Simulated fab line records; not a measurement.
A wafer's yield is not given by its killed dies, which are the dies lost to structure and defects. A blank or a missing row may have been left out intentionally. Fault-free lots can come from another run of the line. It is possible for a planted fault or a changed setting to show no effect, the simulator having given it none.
The tool behind it: which one? || flow berkeleyCmos170 || at 1 step of a route of 331, 7 lots with 21 wafers sampled

## WHAT EACH GAUGE READ, for each wafer
UCB170_SPACER_THK_MEAS_01.
{"lot": "L252", "measured": "day 7 11:56", "on": "filmMetro-01", "SPACER_TEOS_THK (nm)": "379 382 391"}
{"lot": "L257", "measured": "day 8 02:36", "on": "filmMetro-04", "SPACER_TEOS_THK (nm)": "371 374 376"}
{"lot": "L259", "measured": "day 8 15:23", "on": "filmMetro-03", "SPACER_TEOS_THK (nm)": "374 369 366"}
{"lot": "L263", "measured": "day 9 14:31", "on": "filmMetro-04", "SPACER_TEOS_THK (nm)": "374 377 371"}
{"lot": "L264", "measured": "day 9 15:12", "on": "filmMetro-04", "SPACER_TEOS_THK (nm)": "369 376 368"}
{"lot": "L267", "measured": "day 10 08:59", "on": "filmMetro-01", "SPACER_TEOS_THK (nm)": "377 378 386"}
{"lot": "L270", "measured": "day 10 09:44", "on": "filmMetro-04", "SPACER_TEOS_THK (nm)": "373 376 384"}

## WHAT TOOL EACH LOT RAN ON (gives the tool, then ch and the chambers of the sampled wafers, and finally the start)
The record holds no process step before these readings.

## THE ANSWER, worked out from the rows above alone
Rule: usual is defined by the lots themselves. The widest of any qualifying gaps counts: lots, ordered by their means at a reading, are off when they make up no more than a third of the lots, leave a main group of 4 or more, and stand apart from it by 3 or more times the standard deviation of that group's means. If all means in a main group match to the digits the tables above print for the reading, that group is not used. A lot without any number at a reading at which 4 lots or more have one is off too. All remaining lots with rows at the step are treated as sound.
None of the lots is off at any reading shown; this tells nothing.

## WHAT WAS PUT IN BY THE SIMULATOR
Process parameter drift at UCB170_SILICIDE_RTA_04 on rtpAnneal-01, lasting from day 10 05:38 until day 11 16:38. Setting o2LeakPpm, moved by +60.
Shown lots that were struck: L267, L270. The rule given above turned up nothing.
